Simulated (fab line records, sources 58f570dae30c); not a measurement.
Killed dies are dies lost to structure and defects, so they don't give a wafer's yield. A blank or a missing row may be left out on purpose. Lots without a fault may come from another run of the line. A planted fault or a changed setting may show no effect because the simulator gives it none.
One fault seen from 2 desks | flow berkeley_cmos170 | each desk has only its own numbers; what lay behind them comes last

THE METROLOGY DESK
What the gauges read, lot by lot, whatever tool the lot ran on: means of the sampled wafers that have a number. A lot is out of limits, marked OUT, if its mean lies more than 4 standard deviations from the usual mean; the brackets give that distance. Of its 10 readings 7 are shown: those that lie furthest out on some lot.
Columns: A = cd_nm at UCB170_GATE_CD_MEAS_90, usual 349.9 nm; B = cd_nm at UCB170_PLDD_CD_MEAS_06, usual 1199.7 nm; C = PLDD_OVL at UCB170_PLDD_OVL_MEAS_07, usual 1 nm; D = cd_nm at UCB170_NLDD_CD_MEAS_06, usual 1200.1 nm; E = NLDD_TW at UCB170_NLDD_TW_MEAS_11, usual 2225; F = cd_nm at UCB170_PSD_CD_MEAS_06, usual 1199.8 nm; G = PSD_OVL at UCB170_PSD_OVL_MEAS_07, usual -5 nm
lot  | first seen here | A     | B      | C  | D      | E    | F      | G
L884 | day 7 03:06     | 347.7 | 1201.5 | 7  | 1198.8 | 2238 | 1199.5 | -7
L885 | day 7 03:20     | 349.2 | 1199.4 | 3  | 1200.8 | 2240 | 1200.3 | -9
L889 | day 8 07:50     | 348.7 | 1201.8 | -6 | 1200.3 | 2226 | 1197.8 | -10
L892 | day 8 08:07     | 353.0 | 1200.8 | 2  | 1200.8 | 2205 | 1199.8 | -4
L890 | day 8 08:27     | 349.4 | 1199.8 | -7 | 1198.5 | 2210 | 1200.8 | -1
L894 | day 9 08:47     | 349.1 | 1199.8 | 6  | 1203.1 | 2226 | 1199.0 | -3
L904 | day 10 10:38    | 350.7 | 1199.6 | -4 | 1200.1 | 2236 | 1199.9 | -7
This desk's finding: nothing out of limits on any of the 7 lots.

THE TOOL OWNER'S DESK: implanter-03
The tool's own readings at UCB170_PLDD_IMPLANT_09: means of the sampled wafers that have a number, for each lot that ran on this tool. A lot is out of limits, marked OUT, if its mean lies more than 4 standard deviations from the usual mean; the brackets give that distance.
Columns: A = end_station_pressure_torr at UCB170_PLDD_IMPLANT_09, usual 5.09e-06 Torr
lot  | first seen here | A
L885 | day 7 05:25     | 5.20e-06
L889 | day 8 09:37     | 5.26e-06
L892 | day 8 10:04     | 5.16e-06
L890 | day 8 10:28     | 5.04e-06
This desk's finding: nothing out of limits on any of the 4 lots.

PUT TOGETHER
The metrology desk saw nothing out of limits.
The tool owner's desk saw nothing out of limits.

WHAT THE SIMULATOR HAD PUT IN
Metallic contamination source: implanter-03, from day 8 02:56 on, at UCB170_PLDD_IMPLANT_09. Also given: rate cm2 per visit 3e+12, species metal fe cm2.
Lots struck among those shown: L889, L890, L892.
